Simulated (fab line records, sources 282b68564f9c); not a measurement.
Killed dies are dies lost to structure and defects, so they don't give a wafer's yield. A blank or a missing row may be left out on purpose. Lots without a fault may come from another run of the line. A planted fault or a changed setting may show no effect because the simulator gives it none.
A sampling plan put to the test | flow rit_cmos | one fab line, 10 faults that these records tell of, each judged on the records of the lots that it struck
The plan is the line's own looks: the steps of the route at which a gauge or an inspection reads the wafer and doesn't change it. A look can be judged if struck wafers have a number there and the file gives its usual mean and standard deviation on fault-free wafers. Caught: at a look after the fault's first step, the mean of the struck wafers lies 4 or more of those standard deviations (sigma) from the usual mean. On the tool: the same test on the tool's own readings at the fault's steps. Another recipe on the struck wafers, or a record that is blank for them alone, also counts as caught.

THE FAULTS, as the simulator had put them in
1. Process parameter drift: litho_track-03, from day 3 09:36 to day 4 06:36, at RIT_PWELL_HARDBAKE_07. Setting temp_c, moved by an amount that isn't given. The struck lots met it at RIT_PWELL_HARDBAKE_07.
2. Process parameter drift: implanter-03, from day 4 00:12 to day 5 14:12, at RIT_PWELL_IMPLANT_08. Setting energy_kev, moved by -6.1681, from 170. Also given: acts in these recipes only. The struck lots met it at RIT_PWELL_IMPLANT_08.
3. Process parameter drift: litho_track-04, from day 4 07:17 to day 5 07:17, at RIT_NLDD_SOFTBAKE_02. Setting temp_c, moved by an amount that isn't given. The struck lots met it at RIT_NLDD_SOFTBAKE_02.
4. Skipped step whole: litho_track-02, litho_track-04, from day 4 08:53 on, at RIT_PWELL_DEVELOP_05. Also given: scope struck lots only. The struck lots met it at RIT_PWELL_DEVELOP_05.
5. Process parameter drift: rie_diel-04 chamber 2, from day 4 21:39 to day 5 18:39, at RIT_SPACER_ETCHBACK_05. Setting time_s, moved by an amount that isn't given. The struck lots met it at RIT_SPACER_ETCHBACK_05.
6. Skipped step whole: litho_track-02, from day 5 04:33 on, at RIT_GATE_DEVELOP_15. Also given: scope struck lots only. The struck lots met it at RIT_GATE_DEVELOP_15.
7. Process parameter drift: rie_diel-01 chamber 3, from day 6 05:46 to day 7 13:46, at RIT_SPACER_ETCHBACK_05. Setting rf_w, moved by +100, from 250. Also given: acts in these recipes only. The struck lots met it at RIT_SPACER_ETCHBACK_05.
8. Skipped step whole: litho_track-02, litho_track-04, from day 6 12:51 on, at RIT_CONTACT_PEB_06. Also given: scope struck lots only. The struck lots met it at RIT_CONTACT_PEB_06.
9. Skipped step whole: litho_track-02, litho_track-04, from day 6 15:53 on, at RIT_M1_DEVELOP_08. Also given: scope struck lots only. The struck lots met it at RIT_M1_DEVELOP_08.
10. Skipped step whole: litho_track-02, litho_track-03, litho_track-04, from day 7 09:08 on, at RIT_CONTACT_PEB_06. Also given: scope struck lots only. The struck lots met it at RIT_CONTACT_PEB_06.

WHAT THE PLAN SAW
fault | on the tool itself                               | first look that catches it                      | reading, sigma | median hours from its first step to that look | hours from the fault's start to the first struck lot there | judged looks passed uncaught
1     | heater_power_total_W -40 sigma                   | no look after it can be judged                  | -              | -                                             | -                                                          | 0
2     | beam_energy_keV -99 or beyond sigma              | none of the 3 looks that can be judged after it | -              | -                                             | -                                                          | 3
3     | heater_power_total_W +43 sigma                   | none of the 2 looks that can be judged after it | -              | -                                             | -                                                          | 2
4     | the tool's record is blank for the struck wafers | no look after it can be judged                  | -              | -                                             | -                                                          | 0
5     | run_length_s -42 sigma                           | no look after it can be judged                  | -              | -                                             | -                                                          | 0
6     | the tool's record is blank for the struck wafers | no look after it can be judged                  | -              | -                                             | -                                                          | 0
7     | rf_fwd_power_W +99 or beyond sigma               | none of the 2 looks that can be judged after it | -              | -                                             | -                                                          | 2
8     | no reading that can be judged                    | no look after it can be judged                  | -              | -                                             | -                                                          | 0
9     | the tool's record is blank for the struck wafers | no look after it can be judged                  | -              | -                                             | -                                                          | 0
10    | no reading that can be judged                    | no look after it can be judged                  | -              | -                                             | -                                                          | 0
A dash: the fault isn't caught, or these records don't give the number.

Caught at a look: 0 of 10. Caught on the tool: 8 of 10. By one or the other: 8 of 10.
Caught on the tool alone: faults 1, 2, 3, 4, 5, 6, 7, 9.
Caught by neither: faults 8, 10.
